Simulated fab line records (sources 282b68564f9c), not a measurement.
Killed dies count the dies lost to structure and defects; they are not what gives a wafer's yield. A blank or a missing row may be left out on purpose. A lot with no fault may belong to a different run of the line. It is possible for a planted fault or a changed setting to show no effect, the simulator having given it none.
Commonality check across tools / flow rit_cmos / 14 lots and 42 wafers in the sample

WHAT PROMPTED THE OPENING
RIT_SDANNEAL_RS_MEAS_04, reading PSD_RS: flagged on 3 of 14 lots. No-fault wafers: 115.8 ohm/sq, standard deviation 0.32.
Rule: flag the lot when none of its wafers has a number, or when each of its wafers that has one lies beyond 4 standard deviations from that mean. The rest of the lots are taken to be sound.

lot=L395; measured=day 3 09:40; on=film_metro-04; PSD_RS (ohm/sq), wafer by wafer=115.3 115.5 115.6; flag=
lot=L396; measured=day 3 10:43; on=film_metro-01; PSD_RS (ohm/sq), wafer by wafer=115.7 115.8 115.5; flag=
lot=L397; measured=day 3 23:18; on=film_metro-04; PSD_RS (ohm/sq), wafer by wafer=115.6 115.7 115.5; flag=
lot=L398; measured=day 4 01:06; on=film_metro-01; PSD_RS (ohm/sq), wafer by wafer=116.2 115.9 116.0; flag=
lot=L399; measured=day 4 09:31; on=film_metro-01; PSD_RS (ohm/sq), wafer by wafer=115.4 115.3 115.3; flag=
lot=L403; measured=day 5 00:19; on=film_metro-04; PSD_RS (ohm/sq), wafer by wafer=115.8 115.3 115.4; flag=
lot=L402; measured=day 5 00:51; on=film_metro-03; PSD_RS (ohm/sq), wafer by wafer=116.1 116.1 116.2; flag=
lot=L404; measured=day 5 05:46; on=film_metro-04; PSD_RS (ohm/sq), wafer by wafer=121.7 121.5 121.7; flag=FLAGGED
lot=L406; measured=day 5 16:17; on=film_metro-01; PSD_RS (ohm/sq), wafer by wafer=121.0 121.3 120.8; flag=FLAGGED
lot=L408; measured=day 6 00:32; on=film_metro-01; PSD_RS (ohm/sq), wafer by wafer=121.1 121.1 121.4; flag=FLAGGED
lot=L411; measured=day 6 12:52; on=film_metro-01; PSD_RS (ohm/sq), wafer by wafer=115.8 116.4 115.7; flag=
lot=L413; measured=day 6 20:44; on=film_metro-03; PSD_RS (ohm/sq), wafer by wafer=115.8 116.0 116.2; flag=
lot=L416; measured=day 7 14:45; on=film_metro-01; PSD_RS (ohm/sq), wafer by wafer=115.7 115.4 115.5; flag=
lot=L418; measured=day 8 06:01; on=film_metro-01; PSD_RS (ohm/sq), wafer by wafer=115.7 115.5 115.2; flag=
On average the flagged lots' numbers are 121.3 ohm/sq, which is +5.5 ohm/sq against the usual, or +17 standard deviations.

TOOL THAT RAN EACH LOT
The record holds 1 process step before the reading, out of a route of 202 steps. In each cell: the tool, then ch and the chambers that the sampled wafers went through, then the start.
lot=L395; flag=; RIT_SDANNEAL_RTA_03=rtp_anneal-02 ch 0, day 3 09:36
lot=L396; flag=; RIT_SDANNEAL_RTA_03=rtp_anneal-01 ch 0, day 3 10:40
lot=L397; flag=; RIT_SDANNEAL_RTA_03=rtp_anneal-02 ch 0, day 3 23:15
lot=L398; flag=; RIT_SDANNEAL_RTA_03=rtp_anneal-01 ch 0, day 4 01:03
lot=L399; flag=; RIT_SDANNEAL_RTA_03=rtp_anneal-02 ch 0, day 4 09:27
lot=L403; flag=; RIT_SDANNEAL_RTA_03=rtp_anneal-01 ch 0, day 5 00:16
lot=L402; flag=; RIT_SDANNEAL_RTA_03=rtp_anneal-02 ch 0, day 5 00:47
lot=L404; flag=FLAGGED; RIT_SDANNEAL_RTA_03=rtp_anneal-01 ch 0, day 5 05:43
lot=L406; flag=FLAGGED; RIT_SDANNEAL_RTA_03=rtp_anneal-01 ch 0, day 5 16:13
lot=L408; flag=FLAGGED; RIT_SDANNEAL_RTA_03=rtp_anneal-01 ch 0, day 6 00:28
lot=L411; flag=; RIT_SDANNEAL_RTA_03=rtp_anneal-02 ch 0, day 6 12:47
lot=L413; flag=; RIT_SDANNEAL_RTA_03=rtp_anneal-02 ch 0, day 6 20:41
lot=L416; flag=; RIT_SDANNEAL_RTA_03=rtp_anneal-02 ch 0, day 7 14:38
lot=L418; flag=; RIT_SDANNEAL_RTA_03=rtp_anneal-01 ch 0, day 8 05:57
These steps, and what they do:
- RIT_SDANNEAL_RTA_03: time 5 s.
- RIT_SDANNEAL_RS_MEAS_04: measures by four-point-probe.

FLAGGED AGAINST TOTAL, ONE TOOL AT A TIME (gauges that did the reading follow at the end)
step=RIT_SDANNEAL_RTA_03; tool=rtp_anneal-01; lots run=7; flagged=3; share of the flagged lots=all; sound lots run after its first flagged lot=1 (L418)
step=RIT_SDANNEAL_RTA_03; tool=rtp_anneal-02; lots run=7; flagged=0; share of the flagged lots=none; sound lots run after its first flagged lot=-
step=RIT_SDANNEAL_RS_MEAS_04; tool=film_metro-01; lots run=8; flagged=2; share of the flagged lots=some; sound lots run after its first flagged lot=3 (L411,L416,L418)
step=RIT_SDANNEAL_RS_MEAS_04; tool=film_metro-03; lots run=2; flagged=0; share of the flagged lots=none; sound lots run after its first flagged lot=-
step=RIT_SDANNEAL_RS_MEAS_04; tool=film_metro-04; lots run=4; flagged=1; share of the flagged lots=some; sound lots run after its first flagged lot=0

WHAT IS ALLOWED BY THE TABLE
Rows of the table that ran each flagged lot: 1, that is rtp_anneal-01 at RIT_SDANNEAL_RTA_03.
- rtp_anneal-01 at RIT_SDANNEAL_RTA_03 ran 7 lots, 3 of them flagged. Lots that were sound ran on it after the first flagged one (L418); a persistent fault on the entire tool would not allow that. Its own readings lie more than 4 standard deviations out on every wafer of the flagged lots: wafer_temp_C_max.
None of the table's rows ran every flagged lot and, after the first, no sound lot.

WHAT THE SIMULATOR PUT IN
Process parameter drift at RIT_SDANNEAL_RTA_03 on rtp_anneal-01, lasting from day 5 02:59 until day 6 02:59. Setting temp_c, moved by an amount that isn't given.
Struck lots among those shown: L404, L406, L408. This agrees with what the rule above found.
